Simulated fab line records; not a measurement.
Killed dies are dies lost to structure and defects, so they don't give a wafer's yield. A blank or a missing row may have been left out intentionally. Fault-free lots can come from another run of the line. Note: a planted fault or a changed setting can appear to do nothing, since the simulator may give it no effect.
One fault seen from 2 desks / flow rit-cmos / what lay behind the numbers comes last; until then each desk has only its own

== AT THE METROLOGY DESK ==
What the gauges read, lot by lot, whatever tool the lot ran on: means of the sampled wafers that have a number. Any lot whose mean is over 4 standard deviations away from the usual mean is out of limits and marked OUT; that distance is given in the brackets.
Columns: A = NWELL_OVL at RIT_NWELL_OVL_MEAS_06, usual -0.4 nm
lot=L320; first seen here=day 1 22:51; A=-1.8
lot=L321; first seen here=day 2 06:26; A=-2.1
lot=L322; first seen here=day 2 10:04; A=0.6
lot=L323; first seen here=day 2 13:00; A=-0.8
lot=L324; first seen here=day 2 17:32; A=1.3
lot=L325; first seen here=day 2 23:47; A=-0.7
lot=L326; first seen here=day 3 02:23; A=0.4
lot=L328; first seen here=day 3 17:04; A=-181.2 (-99 or more) OUT
lot=L330; first seen here=day 4 02:29; A=-180.2 (-99 or more) OUT
lot=L331; first seen here=day 4 09:16; A=-180.1 (-99 or more) OUT
lot=L332; first seen here=day 4 10:34; A=-180.1 (-99 or more) OUT
lot=L334; first seen here=day 4 22:12; A=-0.6
lot=L338; first seen here=day 5 16:30; A=-1.7
lot=L339; first seen here=day 5 20:10; A=0.3
lot=L340; first seen here=day 6 02:42; A=-0.8
lot=L342; first seen here=day 6 15:19; A=0.2
This desk finds L328, L330, L331, L332 out of limits, with the earliest case on L328 at day 3 17:04 (NWELL_OVL at RIT_NWELL_OVL_MEAS_06). In limits: L320, L321, L322, L323, L324, L325, L326, L334, L338, L339, L340, L342.

== DESK OF THE TOOL OWNER: iline-stepper-02 ==
The tool's own readings at RIT_NWELL_EXPOSE_03 (exposes mask M2, target cd 43900 nm): means of the sampled wafers that have a number, for each lot that ran on this tool. Any lot whose mean is over 4 standard deviations away from the usual mean is out of limits and marked OUT; that distance is given in the brackets.
Columns: A = exposure-dose-mJ-cm2 at RIT_NWELL_EXPOSE_03, usual 250.03
lot=L320; first seen here=day 1 22:27; A=250.02
lot=L321; first seen here=day 2 06:01; A=250.20
lot=L323; first seen here=day 2 12:34; A=250.03
lot=L325; first seen here=day 2 23:22; A=250.54
lot=L326; first seen here=day 3 01:58; A=250.20
lot=L328; first seen here=day 3 16:40; A=250.00
lot=L330; first seen here=day 4 02:03; A=249.85
lot=L331; first seen here=day 4 08:51; A=249.89
lot=L332; first seen here=day 4 10:08; A=250.16
Finding of this desk: none of the 9 lots has anything out of limits.

== BROUGHT TOGETHER ==
L328, L330, L331, L332 would have let the metrology desk raise an alarm at day 3 17:04.
The tool owner's desk saw nothing out of limits.
On record at the tool owner's desk: L328, L330, L331, L332, within its limits.
On iline-stepper-02, each named lot ran RIT_NWELL_EXPOSE_03.

== WHAT HAD BEEN PUT IN BY THE SIMULATOR ==
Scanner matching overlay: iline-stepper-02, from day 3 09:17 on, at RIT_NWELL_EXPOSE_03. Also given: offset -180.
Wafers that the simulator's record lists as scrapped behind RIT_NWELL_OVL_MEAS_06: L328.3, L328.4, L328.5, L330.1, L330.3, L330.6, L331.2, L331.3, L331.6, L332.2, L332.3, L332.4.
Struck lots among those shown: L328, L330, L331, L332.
Delay in hours, fault start to first out-of-limits reading, per desk: metrology desk 8.
